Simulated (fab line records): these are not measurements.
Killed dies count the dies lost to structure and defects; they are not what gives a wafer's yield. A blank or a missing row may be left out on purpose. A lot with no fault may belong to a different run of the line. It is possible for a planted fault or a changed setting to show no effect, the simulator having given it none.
fab line records ; flow rit-cmos
record: lots: 13; wafers: 39; last-day: 7
route steps=202 shown PRETRO@70 NSD@137 SILICIDE@162 CONTACT@177 M1@202
lots that met no fault: from a run of the same line without faults
start-h: start of the lot's first displayed wafer, in hours after the record's first day ; wait-h: hours since the lot's step before ; " identical to the entry in the row above ; L1.1+2: several wafers, shown together as one row ; - value missing, or start not given ; * or withheld: withheld ; < > ~ a bound
route shown NAME@n: a module of which the file shows steps, and the number in the route of the first ; usual: the fault-free wafers' mean and standard deviation ; same: alike in all rows ; chamber/n: place in a boat ; sites: readings site by site ; _std_site: how widely they spread, as a standard deviation ; _edge_site: the outer-site mean with the inner-site mean subtracted ; radius-mm: for every site, how far away it sits from the centre of the wafer ; mask NAME#n: copy n ; behind: the tool/chamber that last shaped the wafer ; hold: what put the lot on hold/how long, in hours/how the hold closed ; device: names the non-switching transistor (n, p or np) ; end of line: at the end of the route, the tests of the same wafers ; a step given without rows: its recipe and nothing more ; killed: count of dies lost to structure and defects at first sort (not the wafer's yield) ; map: per-die view of a wafer (x killed, . not killed, _ where there is no die)
set.NAME: the run value of the setting; set.NAME@STEP: its run value at that earlier step ; model.NAME: the simulator's own value behind a step, which no gauge read
one table for each step of the route and one row for each wafer, over a sample of lots
services: a tool's chamber out of use, with start hour (start-h, from the record's first day; less than 0 if before it), hours out, and reason
== steps ==
step: RIT_PRETRO_OVL_MEAS_06
usual: PRETRO_OVL: 0.0/1.1
lot.wafer;tool;chamber;start-h;wait-h;PRETRO_OVL[nm]
L852.1;overlay-02;-;37.70;-;-0.7
L852.3;overlay-02;-;37.70;-;-0.3
L852.6;overlay-02;-;37.70;-;1.3
L851.1;overlay-01;-;38.42;-;1.3
L851.4;overlay-01;-;38.42;-;1.1
L851.5;overlay-01;-;38.42;-;1.8
L853.3;overlay-01;-;43.28;-;-0.3
L853.4;overlay-01;-;43.28;-;-1.5
L853.5;overlay-01;-;43.28;-;0.2
L855.1;overlay-02;-;53.99;-;-1.4
L855.2;overlay-02;-;53.99;-;-2.6
L855.3;overlay-02;-;53.99;-;0.0
L856.1;overlay-01;-;57.82;-;-0.8
L856.3;overlay-01;-;57.82;-;-1.9
L856.4;overlay-01;-;57.82;-;-1.3
L860.4;overlay-02;-;83.04;-;-0.4
L860.5;overlay-02;-;83.04;-;-0.1
L860.6;overlay-02;-;83.04;-;1.3
L862.1;overlay-02;-;88.36;-;0.0
L862.3;overlay-02;-;88.36;-;-0.3
L862.4;overlay-02;-;88.36;-;1.0
L863.1;overlay-01;-;95.56;-;-0.6
L863.2;overlay-01;-;95.56;-;-0.6
L863.6;overlay-01;-;95.56;-;-0.7
L865.1;overlay-01;-;110.95;-;-1.5
L865.5;overlay-01;-;110.95;-;0.5
L865.6;overlay-01;-;110.95;-;-1.0
L867.1;overlay-02;-;115.99;-;0.2
L867.3;overlay-02;-;115.99;-;-0.4
L867.5;overlay-02;-;115.99;-;-1.3
L869.2;overlay-02;-;127.00;-;1.0
L869.5;overlay-02;-;127.00;-;-0.1
L869.6;overlay-02;-;127.00;-;0.0
L871.1;overlay-02;-;136.40;-;-0.8
L871.5;overlay-02;-;136.40;-;-0.2
L871.6;overlay-02;-;136.40;-;-2.0
L873.1;overlay-02;-;142.40;-;0.9
L873.2;overlay-02;-;142.40;-;-0.2
L873.4;overlay-02;-;142.40;-;-0.1
step: RIT_NSD_OVL_MEAS_06
usual: NSD_OVL: -0.5/1.2
lot.wafer;tool;chamber;start-h;wait-h;NSD_OVL[nm]
L851.1;overlay-02;-;57.90;-;-1.5
L851.4;overlay-02;-;57.90;-;-0.8
L851.5;overlay-02;-;57.90;-;-0.1
L852.1;overlay-02;-;59.58;-;-1.9
L852.3;overlay-02;-;59.58;-;-2.1
L852.6;overlay-02;-;59.58;-;0.2
L853.3;overlay-02;-;63.72;-;-1.3
L853.4;overlay-02;-;63.72;-;-0.2
L853.5;overlay-02;-;63.72;-;0.5
L855.1;overlay-01;-;75.44;-;-0.7
L855.2;overlay-01;-;75.44;-;0.6
L855.3;overlay-01;-;75.44;-;-0.7
L856.1;overlay-02;-;75.96;-;-0.8
L856.3;overlay-02;-;75.96;-;-1.9
L856.4;overlay-02;-;75.96;-;-0.3
L860.4;overlay-02;-;103.13;-;-0.7
L860.5;overlay-02;-;103.13;-;-2.1
L860.6;overlay-02;-;103.13;-;-2.6
L862.1;overlay-02;-;106.38;-;-0.5
L862.3;overlay-02;-;106.38;-;-3.2
L862.4;overlay-02;-;106.38;-;-3.8
L863.1;overlay-01;-;117.98;-;0.4
L863.2;overlay-01;-;117.98;-;1.0
L863.6;overlay-01;-;117.98;-;0.7
L865.1;overlay-02;-;133.37;-;0.1
L865.5;overlay-02;-;133.37;-;-0.3
L865.6;overlay-02;-;133.37;-;0.4
L867.1;overlay-02;-;136.78;-;0.4
L867.3;overlay-02;-;136.78;-;1.7
L867.5;overlay-02;-;136.78;-;-0.7
L869.2;overlay-02;-;145.44;-;-0.6
L869.5;overlay-02;-;145.44;-;-2.5
L869.6;overlay-02;-;145.44;-;-3.1
L871.1;overlay-02;-;153.34;-;0.6
L871.5;overlay-02;-;153.34;-;0.5
L871.6;overlay-02;-;153.34;-;1.2
L873.1;overlay-01;-;160.58;-;-0.9
L873.2;overlay-01;-;160.58;-;-0.4
L873.4;overlay-01;-;160.58;-;-1.8
step: RIT_SILICIDE_SPUTTER_01
recipe: material: Ti; target-thk-nm: 30; power-w: 350; chamber-pressure-pa: 0.667; gas: Ar; time-s: 240; substrate-temp-c: 25
usual: throttle-valve-pct: 29.9/1.1
lot.wafer;tool;chamber;start-h;wait-h;throttle-valve-pct
L851.1;pvd-sputter-04;-;60.93;0.0;29.9
L851.4;pvd-sputter-04;-;60.93;0.0;28.0
L851.5;pvd-sputter-04;-;60.93;0.0;28.1
L852.1;pvd-sputter-01;-;62.49;0.0;29.0
L852.3;pvd-sputter-01;-;62.49;0.0;31.1
L852.6;pvd-sputter-01;-;62.49;0.0;31.0
L853.3;pvd-sputter-04;-;67.12;0.0;29.1
L853.4;pvd-sputter-04;-;67.12;0.0;31.0
L853.5;pvd-sputter-04;-;67.12;0.0;29.1
L855.1;pvd-sputter-04;-;78.50;0.0;28.1
L855.2;pvd-sputter-04;-;78.50;0.0;30.4
L855.3;pvd-sputter-04;-;78.50;0.0;29.6
L856.1;pvd-sputter-01;-;78.92;0.0;31.0
L856.3;pvd-sputter-01;-;78.92;0.0;29.0
L856.4;pvd-sputter-01;-;78.92;0.0;31.3
L860.4;pvd-sputter-04;-;106.02;0.0;28.4
L860.5;pvd-sputter-04;-;106.02;0.0;28.1
L860.6;pvd-sputter-04;-;106.02;0.0;29.7
L862.1;pvd-sputter-04;-;109.44;0.0;29.3
L862.3;pvd-sputter-04;-;109.44;0.0;30.6
L862.4;pvd-sputter-04;-;109.44;0.0;29.8
L863.1;pvd-sputter-01;-;121.01;0.0;31.4
L863.2;pvd-sputter-01;-;121.01;0.0;29.0
L863.6;pvd-sputter-01;-;121.01;0.0;28.7
L865.1;pvd-sputter-01;-;136.76;0.0;29.0
L865.5;pvd-sputter-01;-;136.76;0.0;31.0
L865.6;pvd-sputter-01;-;136.76;0.0;31.2
L867.1;pvd-sputter-03;-;139.69;0.0;30.0
L867.3;pvd-sputter-03;-;139.69;0.0;29.9
L867.5;pvd-sputter-03;-;139.69;0.0;30.0
L869.2;pvd-sputter-03;-;148.46;0.0;29.6
L869.5;pvd-sputter-03;-;148.46;0.0;29.7
L869.6;pvd-sputter-03;-;148.46;0.0;29.3
L871.1;pvd-sputter-01;-;156.63;0.0;29.9
L871.5;pvd-sputter-01;-;156.63;0.0;31.3
L871.6;pvd-sputter-01;-;156.63;0.0;30.1
L873.1;pvd-sputter-03;-;163.53;0.0;32.1
L873.2;pvd-sputter-03;-;163.53;0.0;29.4
L873.4;pvd-sputter-03;-;163.53;0.0;30.2
step: RIT_SILICIDE_RS_MEAS_02
recipe: thk-meas-gauge: four-point-probe; reads: Ti_of_SILICIDE_SPUTTER_01
usual: SILICIDE_TI_RS: 47.7/0.67
lot.wafer;tool;chamber;start-h;wait-h;SILICIDE_TI_RS[ohm/sq]
L851.1;film-metro-02;-;61.08;0.1;48.0
L851.4;film-metro-02;-;61.08;0.1;48.3
L851.5;film-metro-02;-;61.08;0.1;48.2
L852.1;film-metro-03;-;62.64;0.1;47.0
L852.3;film-metro-03;-;62.64;0.1;48.1
L852.6;film-metro-03;-;62.64;0.1;47.9
L853.3;film-metro-03;-;67.31;0.1;48.9
L853.4;film-metro-03;-;67.31;0.1;48.0
L853.5;film-metro-03;-;67.31;0.1;48.0
L855.1;film-metro-03;-;78.65;0.1;46.9
L855.2;film-metro-03;-;78.65;0.1;47.8
L855.3;film-metro-03;-;78.65;0.1;48.1
L856.1;film-metro-04;-;79.07;0.1;49.3
L856.3;film-metro-04;-;79.07;0.1;48.0
L856.4;film-metro-04;-;79.07;0.1;48.2
L860.4;film-metro-03;-;106.23;0.1;40.9
L860.5;film-metro-03;-;106.23;0.1;41.3
L860.6;film-metro-03;-;106.23;0.1;41.2
L862.1;film-metro-03;-;109.59;0.1;40.8
L862.3;film-metro-03;-;109.59;0.1;40.3
L862.4;film-metro-03;-;109.59;0.1;40.6
L863.1;film-metro-04;-;121.16;0.1;47.5
L863.2;film-metro-04;-;121.16;0.1;47.3
L863.6;film-metro-04;-;121.16;0.1;47.0
L865.1;film-metro-03;-;136.91;0.1;46.5
L865.5;film-metro-03;-;136.91;0.1;46.9
L865.6;film-metro-03;-;136.91;0.1;47.5
L867.1;film-metro-03;-;139.84;0.1;48.0
L867.3;film-metro-03;-;139.84;0.1;48.2
L867.5;film-metro-03;-;139.84;0.1;48.4
L869.2;film-metro-03;-;148.63;0.1;47.6
L869.5;film-metro-03;-;148.63;0.1;48.0
L869.6;film-metro-03;-;148.63;0.1;47.6
L871.1;film-metro-04;-;156.78;0.1;47.1
L871.5;film-metro-04;-;156.78;0.1;47.3
L871.6;film-metro-04;-;156.78;0.1;47.1
L873.1;film-metro-03;-;163.68;0.1;49.2
L873.2;film-metro-03;-;163.68;0.1;47.7
L873.4;film-metro-03;-;163.68;0.1;48.6
step: RIT_SILICIDE_THK_MEAS_03
recipe: thk-meas-gauge: xrf; reads: Ti_of_SILICIDE_SPUTTER_01
usual: SILICIDE_TI_THK: 30.0/0.35
lot.wafer;tool;chamber;start-h;wait-h;SILICIDE_TI_THK[nm]
L851.1;film-metro-02;-;61.20;0.1;29.6
L851.4;film-metro-02;-;61.20;0.1;29.4
L851.5;film-metro-02;-;61.20;0.1;29.8
L852.1;film-metro-03;-;62.76;0.1;30.5
L852.3;film-metro-03;-;62.76;0.1;29.9
L852.6;film-metro-03;-;62.76;0.1;29.9
L853.3;film-metro-03;-;67.41;0.1;29.3
L853.4;film-metro-03;-;67.41;0.1;29.9
L853.5;film-metro-03;-;67.41;0.1;29.8
L855.1;film-metro-03;-;78.77;0.1;30.6
L855.2;film-metro-03;-;78.77;0.1;30.2
L855.3;film-metro-03;-;78.77;0.1;30.0
L856.1;film-metro-04;-;79.19;0.1;29.2
L856.3;film-metro-04;-;79.19;0.1;29.8
L856.4;film-metro-04;-;79.19;0.1;29.6
L860.4;film-metro-03;-;106.32;0.1;34.0
L860.5;film-metro-03;-;106.32;0.1;33.8
L860.6;film-metro-03;-;106.32;0.1;33.8
L862.1;film-metro-03;-;109.71;0.1;33.9
L862.3;film-metro-03;-;109.71;0.1;34.4
L862.4;film-metro-03;-;109.71;0.1;34.2
L863.1;film-metro-04;-;121.28;0.1;30.1
L863.2;film-metro-04;-;121.28;0.1;30.2
L863.6;film-metro-04;-;121.28;0.1;30.3
L865.1;film-metro-03;-;137.03;0.1;30.5
L865.5;film-metro-03;-;137.03;0.1;30.2
L865.6;film-metro-03;-;137.03;0.1;30.1
L867.1;film-metro-03;-;139.96;0.1;29.7
L867.3;film-metro-03;-;139.96;0.1;29.7
L867.5;film-metro-03;-;139.96;0.1;29.7
L869.2;film-metro-03;-;148.74;0.1;30.2
L869.5;film-metro-03;-;148.74;0.1;29.9
L869.6;film-metro-03;-;148.74;0.1;30.1
L871.1;film-metro-04;-;156.90;0.1;30.0
L871.5;film-metro-04;-;156.90;0.1;30.0
L871.6;film-metro-04;-;156.90;0.1;30.0
L873.1;film-metro-03;-;163.80;0.1;29.4
L873.2;film-metro-03;-;163.80;0.1;30.1
L873.4;film-metro-03;-;163.80;0.1;29.5
step: RIT_CONTACT_OVL_MEAS_09
usual: CONTACT_OVL: -0.3/1.4
lot.wafer;tool;chamber;start-h;wait-h;CONTACT_OVL[nm]
L851.1;overlay-01;-;62.63;0.1;-1.2
L851.4;overlay-01;-;62.63;0.1;-2.8
L851.5;overlay-01;-;62.63;0.1;-1.0
L852.1;overlay-01;-;64.19;0.1;1.3
L852.3;overlay-01;-;64.19;0.1;-1.2
L852.6;overlay-01;-;64.19;0.1;-1.9
L853.3;overlay-01;-;68.83;0.1;-0.9
L853.4;overlay-01;-;68.83;0.1;-0.5
L853.5;overlay-01;-;68.83;0.1;-0.1
L855.1;overlay-01;-;80.22;0.1;-1.3
L855.2;overlay-01;-;80.22;0.1;-1.0
L855.3;overlay-01;-;80.22;0.1;0.7
L856.1;overlay-01;-;80.62;0.1;-1.9
L856.3;overlay-01;-;80.62;0.1;0.9
L856.4;overlay-01;-;80.62;0.1;1.8
L860.4;overlay-01;-;107.75;0.1;-1.0
L860.5;overlay-01;-;107.75;0.1;0.7
L860.6;overlay-01;-;107.75;0.1;0.6
L862.1;overlay-01;-;111.40;0.1;0.3
L862.3;overlay-01;-;111.40;0.1;-2.0
L862.4;overlay-01;-;111.40;0.1;0.3
L863.1;overlay-02;-;122.84;0.1;0.9
L863.2;overlay-02;-;122.84;0.1;-0.1
L863.6;overlay-02;-;122.84;0.1;0.7
L865.1;overlay-02;-;138.46;0.1;0.0
L865.5;overlay-02;-;138.46;0.1;-0.1
L865.6;overlay-02;-;138.46;0.1;-1.5
L867.1;overlay-01;-;141.55;0.1;1.3
L867.3;overlay-01;-;141.55;0.1;-0.7
L867.5;overlay-01;-;141.55;0.1;-2.6
L869.2;overlay-01;-;150.24;0.1;-2.2
L869.5;overlay-01;-;150.24;0.1;-1.9
L869.6;overlay-01;-;150.24;0.1;-0.3
L871.1;overlay-02;-;158.40;0.1;0.8
L871.5;overlay-02;-;158.40;0.1;-0.2
L871.6;overlay-02;-;158.40;0.1;-0.3
L873.1;overlay-01;-;165.47;0.1;-1.1
L873.2;overlay-01;-;165.47;0.1;2.0
L873.4;overlay-01;-;165.47;0.1;-0.4
step: RIT_M1_PROBE_99
usual: killed_at_M0_to_M3: 0.0/0.2; killed-at-contacts: 0.0/0.2; killed-at-front-end: 6.8/2.9; killed-dies: 6.8/2.9; killed-open: 3.3/1.9; killed-short: 3.5/2
same: gross-dies: 264; killed_at_M4_up: 0; killed-at-back-side: 0; killed-at-other: 0
lot.wafer;tool;chamber;start-h;wait-h;killed_at_M0_to_M3;killed-at-contacts;killed-at-front-end;killed-dies;killed-open;killed-short
L851.1;prober-01;-;69.60;0.1;0;0;4;4;2;2
L851.4;prober-01;-;69.75;0.2;0;0;7;7;1;6
L851.5;prober-01;-;69.80;0.2;0;0;7;7;2;5
L852.1;prober-02;-;71.10;0.1;0;0;6;6;3;2
L852.3;prober-02;-;71.20;0.2;0;0;3;3;3;0
L852.6;prober-02;-;71.35;0.2;0;0;4;4;1;3
L853.3;prober-01;-;74.02;0.2;0;0;12;12;7;5
L853.4;prober-01;-;74.07;0.2;0;0;6;6;1;5
L853.5;prober-01;-;74.12;0.2;0;0;4;4;2;2
L855.1;prober-01;-;87.80;0.1;0;0;6;6;3;3
L855.2;prober-01;-;87.85;0.1;0;0;6;6;2;4
L855.3;prober-01;-;87.90;0.2;0;0;6;6;0;6
L856.1;prober-02;-;87.80;0.1;0;0;5;5;3;2
L856.3;prober-02;-;87.90;0.2;0;0;4;4;4;0
L856.4;prober-02;-;87.95;0.2;0;0;6;6;1;5
L862.1;prober-01;-;116.70;0.1;0;0;11;11;7;4
L862.3;prober-01;-;116.80;0.2;0;0;4;4;3;1
L862.4;prober-01;-;116.85;0.2;0;0;6;6;4;2
L860.4;prober-02;-;117.15;0.5;0;0;7;7;2;5
L860.5;prober-02;-;117.20;0.5;1;0;7;8;4;4
L860.6;prober-02;-;117.25;0.6;0;0;8;8;4;4
L863.1;prober-01;-;129.54;0.1;0;0;9;9;4;5
L863.2;prober-01;-;129.59;0.1;0;0;11;11;8;3
L863.6;prober-01;-;129.79;0.2;0;0;8;8;4;3
L865.1;prober-01;-;143.76;0.1;0;0;2;2;1;1
L865.5;prober-01;-;143.96;0.2;0;1;6;7;2;5
L865.6;prober-01;-;144.01;0.2;0;0;4;4;2;1
L867.1;prober-01;-;147.02;0.1;0;0;9;9;6;3
L867.3;prober-01;-;147.12;0.2;0;0;7;7;4;3
L867.5;prober-01;-;147.22;0.2;0;0;8;8;3;5
L869.2;prober-01;-;155.67;0.1;0;0;3;3;1;2
L869.5;prober-01;-;155.82;0.2;0;0;5;5;4;1
L869.6;prober-01;-;155.87;0.2;1;0;6;7;4;3
L871.1;prober-01;-;163.48;0.1;0;0;7;7;5;2
L871.5;prober-01;-;163.68;0.2;0;0;14;14;7;7
L871.6;prober-01;-;163.73;0.2;0;0;2;2;1;1
L873.1;prober-01;-;171.98;0.1;0;0;6;6;2;4
L873.2;prober-01;-;172.03;0.1;0;0;7;7;3;4
L873.4;prober-01;-;172.13;0.2;1;0;2;3;2;1
killed by level:class
L851.1 FOX1:geometric-particle:short=1 GATE:geometric-particle:short=1 SPACER:geometric-particle:open=1 SILICIDE:geometric-particle:open=1
L851.4 GATE:geometric-particle:short=3 FOX1:geometric-particle:short=1 GATE:geometric-particle:open=1 REOX:geometric-particle:short=1 SILICIDE:geometric-particle:short=1
L851.5 FOX1:geometric-particle:short=2 FOX2:geometric-particle:open=1 GATE:geometric-particle:short=1 REOX:geometric-particle:short=1 SPACER:geometric-particle:short=1 SILICIDE:geometric-particle:open=1
L852.1 REOX:geometric-particle:open=2 GATE:geometric-particle:short=1 GATE:geometric-particle:open=1 REOX:geometric-particle:short=1 NLDD:coat-microbubble-printed=1
L852.3 FOX2:geometric-particle:open=1 REOX:geometric-particle:open=1 SILICIDE:geometric-particle:open=1
L852.6 GATE:geometric-particle:short=3 REOX:geometric-particle:open=1
L853.3 SPACER:geometric-particle:open=3 FOX1:geometric-particle:short=2 SILICIDE:geometric-particle:open=2 FOX1:geometric-particle:open=1 GATE:geometric-particle:short=1 GATE:geometric-particle:open=1 REOX:geometric-particle:short=1 SILICIDE:geometric-particle:short=1
L853.4 SPACER:geometric-particle:short=3 SILICIDE:geometric-particle:short=2 SILICIDE:geometric-particle:open=1
L853.5 GATE:geometric-particle:short=2 GATE:geometric-particle:open=1 SILICIDE:geometric-particle:open=1
L855.1 FOX1:geometric-particle:open=1 FOX2:geometric-particle:open=1 FOX2:geometric-particle:short=1 GATE:geometric-particle:short=1 REOX:geometric-particle:short=1 SILICIDE:geometric-particle:open=1
L856.1 FOX1:geometric-particle:open=1 FOX1:geometric-particle:short=1 GATE:geometric-particle:short=1 GATE:geometric-particle:open=1 SILICIDE:geometric-particle:open=1
L855.2 FOX2:geometric-particle:short=1 GATE:geometric-particle:short=1 GATE:geometric-particle:open=1 REOX:geometric-particle:short=1 SPACER:geometric-particle:open=1 SILICIDE:geometric-particle:short=1
L855.3 GATE:geometric-particle:short=2 REOX:geometric-particle:short=2 FOX1:geometric-particle:short=1 FOX2:geometric-particle:short=1
L856.3 GATE:geometric-particle:open=2 SILICIDE:geometric-particle:open=2
L856.4 GATE:geometric-particle:short=2 REOX:geometric-particle:short=2 FOX1:geometric-particle:open=1 SPACER:geometric-particle:short=1
L862.1 SPACER:geometric-particle:open=6 GATE:geometric-particle:short=3 FOX1:geometric-particle:short=1 GATE:geometric-particle:open=1
L862.3 FOX2:geometric-particle:open=1 GATE:geometric-particle:open=1 REOX:geometric-particle:open=1 SPACER:geometric-particle:short=1
L862.4 GATE:geometric-particle:open=3 FOX1:geometric-particle:open=1 SPACER:geometric-particle:short=1 SILICIDE:geometric-particle:short=1
L860.4 FOX2:geometric-particle:short=2 SILICIDE:geometric-particle:open=2 FOX1:geometric-particle:short=1 GATE:geometric-particle:short=1 SILICIDE:geometric-particle:short=1
L860.5 SPACER:geometric-particle:open=2 FOX2:geometric-particle:open=1 FOX2:geometric-particle:short=1 GATE:geometric-particle:short=1 REOX:geometric-particle:open=1 REOX:geometric-particle:short=1 M1:geometric-particle:short=1
L860.6 FOX1:geometric-particle:open=3 REOX:geometric-particle:short=2 FOX1:geometric-particle:short=1 GATE:geometric-particle:short=1 REOX:geometric-particle:open=1
L863.1 GATE:geometric-particle:short=2 SILICIDE:geometric-particle:short=2 FOX2:geometric-particle:open=1 GATE:geometric-particle:open=1 REOX:geometric-particle:short=1 REOX:geometric-particle:open=1 SPACER:geometric-particle:open=1
L863.2 GATE:geometric-particle:open=5 GATE:geometric-particle:short=3 FOX1:geometric-particle:open=2 SILICIDE:geometric-particle:open=1
L863.6 SPACER:geometric-particle:open=2 FOX2:geometric-particle:open=1 FOX2:geometric-particle:short=1 GATE:geometric-particle:open=1 GATE:geometric-particle:short=1 SPACER:geometric-particle:short=1 PRETRO:coat-microbubble-printed=1
L865.1 ACTIVE:geometric-particle:short=1 SILICIDE:geometric-particle:open=1
L865.5 GATE:geometric-particle:short=4 GATE:geometric-particle:open=2 CONTACT:geometric-particle:short=1
L865.6 FOX1:geometric-particle:open=2 GATE:geometric-particle:short=1 NWELL:coat-microbubble-printed=1
L867.1 GATE:geometric-particle:open=4 FOX1:geometric-particle:open=2 GATE:geometric-particle:short=2 REOX:geometric-particle:short=1
L867.3 GATE:geometric-particle:short=2 SILICIDE:geometric-particle:open=2 GATE:geometric-particle:open=1 REOX:geometric-particle:open=1 SILICIDE:geometric-particle:short=1
L867.5 FOX1:geometric-particle:short=2 GATE:geometric-particle:short=2 GATE:geometric-particle:open=2 FOX2:geometric-particle:short=1 SPACER:geometric-particle:open=1
L869.2 FOX1:geometric-particle:open=1 FOX1:geometric-particle:short=1 FOX2:geometric-particle:short=1
L869.5 GATE:geometric-particle:open=2 FOX2:geometric-particle:open=1 FOX2:geometric-particle:short=1 REOX:geometric-particle:open=1
L869.6 GATE:geometric-particle:open=3 FOX1:geometric-particle:open=1 FOX2:geometric-particle:short=1 GATE:geometric-particle:short=1 M1:geometric-particle:short=1
L871.1 SPACER:geometric-particle:open=3 REOX:geometric-particle:open=2 GATE:geometric-particle:short=1 SPACER:geometric-particle:short=1
L871.5 GATE:geometric-particle:open=5 GATE:geometric-particle:short=3 REOX:geometric-particle:short=2 SPACER:geometric-particle:open=2 FOX1:geometric-particle:short=1 SPACER:geometric-particle:short=1
L871.6 FOX1:geometric-particle:short=1 GATE:geometric-particle:open=1
L873.1 REOX:geometric-particle:short=2 FOX1:geometric-particle:short=1 FOX1:geometric-particle:open=1 GATE:geometric-particle:short=1 SILICIDE:geometric-particle:open=1
L873.2 REOX:geometric-particle:open=3 FOX1:geometric-particle:short=1 FOX2:geometric-particle:short=1 GATE:geometric-particle:short=1 REOX:geometric-particle:short=1
L873.4 GATE:geometric-particle:open=1 GATE:geometric-particle:short=1 M1:geometric-particle:open=1
== services ==
tool;chamber;start-h;hours;kind
pvd-sputter-03;-;49.59;1.1;repair
pvd-sputter-03;-;65.36;24.6;repair
pvd-sputter-01;-;107.90;4.5;repair
pvd-sputter-01;-;138.30;9.8;repair
pvd-sputter-04;-;152.27;1.4;repair
== key ==
first-sign: step: RIT_SILICIDE_RS_MEAS_02; reading: SILICIDE_TI_RS; direction: down; sigmas: 10; usual: 47.7; struck: 40.9
effect: step: RIT_SILICIDE_THK_MEAS_03; reading: SILICIDE_TI_THK; direction: up; sigmas: 12; usual: 30.0; struck: 34.0
met-at RIT_SILICIDE_SPUTTER_01
struck-lots L860,L862
tester-left-out L860,L862
not-acting-at RIT_PRETRO_OVL_MEAS_06,RIT_NSD_OVL_MEAS_06,RIT_CONTACT_OVL_MEAS_09
onset-between 78.50 106.02
fault: kind: process-parameter-drift; tool: pvd-sputter-04; chamber: -; onset-h: 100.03; steps: RIT_SILICIDE_SPUTTER_01; channel: target-thk-nm; offset: 3.6; shape: step; end-h: 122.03; stated: 30
tester-left-out: of these lots the tester's yield and bins aren't shown, on N5 and GAA mostly nor the transistor test; their killed dies are dies lost to structure and defects alone, not to doping, threshold or leakage, so they don't give the yield
